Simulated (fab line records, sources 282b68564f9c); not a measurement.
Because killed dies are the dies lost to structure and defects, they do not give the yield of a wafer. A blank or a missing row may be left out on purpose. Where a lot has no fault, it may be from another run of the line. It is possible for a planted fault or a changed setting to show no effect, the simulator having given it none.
Which tool did it? || flow rit-cmos || 15 lots, 45 wafers sampled, at 3 steps of a route of 202

== WHAT EACH GAUGE READ, for each wafer ==
RIT_ACTIVE_CD_MEAS_90 targets a cd of 1400 nm.
{"lot": "L776", "measured": "day 1 22:49", "on": "cd-sem-02", "cd-nm (nm)": "1403.0 1401.5 1401.5"}
{"lot": "L777", "measured": "day 2 02:58", "on": "cd-sem-02", "cd-nm (nm)": "1400.7 1399.5 1402.4"}
{"lot": "L778", "measured": "day 2 09:59", "on": "cd-sem-01", "cd-nm (nm)": "1400.0 1401.1 1401.8"}
{"lot": "L780", "measured": "day 2 17:10", "on": "cd-sem-02", "cd-nm (nm)": "1404.5 1405.8 1404.6"}
{"lot": "L781", "measured": "day 2 22:21", "on": "cd-sem-01", "cd-nm (nm)": "1400.7 1401.9 1403.2"}
{"lot": "L783", "measured": "day 3 07:14", "on": "cd-sem-01", "cd-nm (nm)": "1401.1 1401.9 1400.0"}
{"lot": "L784", "measured": "day 3 14:26", "on": "cd-sem-02", "cd-nm (nm)": "1396.5 1398.5 1396.8"}
{"lot": "L785", "measured": "day 3 18:04", "on": "cd-sem-02", "cd-nm (nm)": "1399.3 1400.1 1400.3"}
{"lot": "L786", "measured": "day 4 00:39", "on": "cd-sem-01", "cd-nm (nm)": "1401.3 1399.0 1398.1"}
{"lot": "L793", "measured": "day 5 09:05", "on": "cd-sem-02", "cd-nm (nm)": "1400.7 1402.6 1401.5"}
{"lot": "L794", "measured": "day 5 14:01", "on": "cd-sem-01", "cd-nm (nm)": "1402.5 1404.1 1402.8"}
{"lot": "L795", "measured": "day 5 19:36", "on": "cd-sem-01", "cd-nm (nm)": "1402.9 1403.8 1402.7"}
{"lot": "L796", "measured": "day 6 01:47", "on": "cd-sem-02", "cd-nm (nm)": "1399.2 1397.7 1397.4"}
{"lot": "L797", "measured": "day 6 05:03", "on": "cd-sem-02", "cd-nm (nm)": "1402.5 1398.6 1400.7"}
{"lot": "L798", "measured": "day 6 11:11", "on": "cd-sem-01", "cd-nm (nm)": "1400.7 1403.1 1400.6"}

RIT_CONTACT_OVL_MEAS_09.
{"lot": "L776", "measured": "day 3 22:50", "on": "overlay-02", "CONTACT_OVL (nm)": "0.1 0.0 -1.2"}
{"lot": "L777", "measured": "day 3 20:55", "on": "overlay-01", "CONTACT_OVL (nm)": "0.4 0.9 -0.5"}
{"lot": "L778", "measured": "day 4 03:47", "on": "overlay-01", "CONTACT_OVL (nm)": "-1.9 -1.4 -1.1"}
{"lot": "L780", "measured": "day 4 13:32", "on": "overlay-02", "CONTACT_OVL (nm)": "-1.9 -3.1 -2.7"}
{"lot": "L781", "measured": "day 4 15:48", "on": "overlay-01", "CONTACT_OVL (nm)": "-1.9 -3.1 -1.3"}
{"lot": "L783", "measured": "day 5 02:22", "on": "overlay-02", "CONTACT_OVL (nm)": "-2.0 -0.6 0.3"}
{"lot": "L784", "measured": "day 5 12:56", "on": "overlay-02", "CONTACT_OVL (nm)": "-3.1 -2.7 -2.6"}
{"lot": "L785", "measured": "day 5 10:41", "on": "overlay-02", "CONTACT_OVL (nm)": "-1.9 -2.2 -4.3"}
{"lot": "L786", "measured": "day 5 16:25", "on": "overlay-02", "CONTACT_OVL (nm)": "-0.4 0.1 -0.5"}
{"lot": "L793", "measured": "day 7 04:02", "on": "overlay-01", "CONTACT_OVL (nm)": "0.3 1.1 0.0"}
{"lot": "L794", "measured": "day 7 08:16", "on": "overlay-01", "CONTACT_OVL (nm)": "-1.0 -2.1 -2.1"}
{"lot": "L795", "measured": "day 7 12:05", "on": "overlay-01", "CONTACT_OVL (nm)": "-2.6 -1.9 -1.2"}
{"lot": "L796", "measured": "day 7 18:04", "on": "overlay-01", "CONTACT_OVL (nm)": "0.2 -0.3 -1.7"}
{"lot": "L797", "measured": "day 7 23:36", "on": "overlay-02", "CONTACT_OVL (nm)": "-2.5 -3.5 -4.5"}
{"lot": "L798", "measured": "day 8 04:31", "on": "overlay-01", "CONTACT_OVL (nm)": "-1.8 -1.7 -1.2"}

== EACH LOT AND THE TOOL THAT RAN IT (in order: tool; ch and the chambers of the sampled wafers; start) ==
{"lot": "L776", "RIT_ACTIVE_PEB_09": "litho-track-04 ch 0, day 1 21:58"}
{"lot": "L777", "RIT_ACTIVE_PEB_09": "litho-track-04 ch 0, day 2 02:07"}
{"lot": "L778", "RIT_ACTIVE_PEB_09": "litho-track-03 ch 0, day 2 09:08"}
{"lot": "L780", "RIT_ACTIVE_PEB_09": "litho-track-01 ch 0, day 2 16:19"}
{"lot": "L781", "RIT_ACTIVE_PEB_09": "litho-track-01 ch 0, day 2 21:11"}
{"lot": "L783", "RIT_ACTIVE_PEB_09": "litho-track-01 ch 0, day 3 06:22"}
{"lot": "L784", "RIT_ACTIVE_PEB_09": "litho-track-03 ch 0, day 3 13:35"}
{"lot": "L785", "RIT_ACTIVE_PEB_09": "litho-track-01 ch 0, day 3 17:04"}
{"lot": "L786", "RIT_ACTIVE_PEB_09": "litho-track-04 ch 0, day 3 23:41"}
{"lot": "L793", "RIT_ACTIVE_PEB_09": "litho-track-03, day 5 08:13"}
{"lot": "L794", "RIT_ACTIVE_PEB_09": "litho-track-04, day 5 13:10"}
{"lot": "L795", "RIT_ACTIVE_PEB_09": "litho-track-01, day 5 18:44"}
{"lot": "L796", "RIT_ACTIVE_PEB_09": "litho-track-03 ch 0, day 6 00:56"}
{"lot": "L797", "RIT_ACTIVE_PEB_09": "litho-track-04 ch 0, day 6 04:11"}
{"lot": "L798", "RIT_ACTIVE_PEB_09": "litho-track-04 ch 0, day 6 10:20"}
- RIT_ACTIVE_PEB_09

== AS READ BY THE TOOLS THEMSELVES (means over the sampled wafers that have a number; for cases with no such wafer, the mark the record gives instead) ==
RIT_ACTIVE_PEB_09.
{"lot": "L776", "tool": "litho-track-04", "exhaust-pa (Pa)": 45.0}
{"lot": "L777", "tool": "litho-track-04", "exhaust-pa (Pa)": 45.1}
{"lot": "L778", "tool": "litho-track-03", "exhaust-pa (Pa)": 44.1}
{"lot": "L780", "tool": "litho-track-01", "exhaust-pa (Pa)": 46.5}
{"lot": "L781", "tool": "litho-track-01", "exhaust-pa (Pa)": 44.7}
{"lot": "L783", "tool": "litho-track-01", "exhaust-pa (Pa)": 44.3}
{"lot": "L784", "tool": "litho-track-03", "exhaust-pa (Pa)": 45.0}
{"lot": "L785", "tool": "litho-track-01", "exhaust-pa (Pa)": 44.3}
{"lot": "L786", "tool": "litho-track-04", "exhaust-pa (Pa)": 45.0}
{"lot": "L793", "tool": "litho-track-03", "exhaust-pa (Pa)": "-"}
{"lot": "L794", "tool": "litho-track-04", "exhaust-pa (Pa)": "-"}
{"lot": "L795", "tool": "litho-track-01", "exhaust-pa (Pa)": "-"}
{"lot": "L796", "tool": "litho-track-03", "exhaust-pa (Pa)": 44.3}
{"lot": "L797", "tool": "litho-track-04", "exhaust-pa (Pa)": 45.6}
{"lot": "L798", "tool": "litho-track-04", "exhaust-pa (Pa)": 44.8}

== THE ANSWER, worked out from the rows above alone ==
Rule: the lots themselves supply what counts as usual. The widest of any qualifying gaps counts: lots, ordered by their means at a reading, are off when they make up no more than a third of the lots, leave a main group of 4 or more, and stand apart from it by 3 or more times the standard deviation of that group's means. A main group is skipped when, at the precision printed for the reading in the tables above, its means are all equal. A lot without any number at a reading at which 4 lots or more have one is off too. Any other lot the step has rows for is counted as sound. Order of review: gauges by route order, followed by the tools' own readings, for which a lot's mean as printed above is used. At the first step where some lot is off, the reading lying furthest off is the one used; lots without a number count as furthest.
Off, at RIT_ACTIVE_PEB_09 on exhaust-pa: L793, L794, L795. Without a number there: L793, L794, L795. The main group: mean 44.9 Pa, standard deviation 0.64.
A tool fits if, at that step or a process step before it, it ran every lot that is off, and no sound lot after the first of them. No candidate that was tried fits.

== WHAT HAD BEEN PUT IN BY THE SIMULATOR ==
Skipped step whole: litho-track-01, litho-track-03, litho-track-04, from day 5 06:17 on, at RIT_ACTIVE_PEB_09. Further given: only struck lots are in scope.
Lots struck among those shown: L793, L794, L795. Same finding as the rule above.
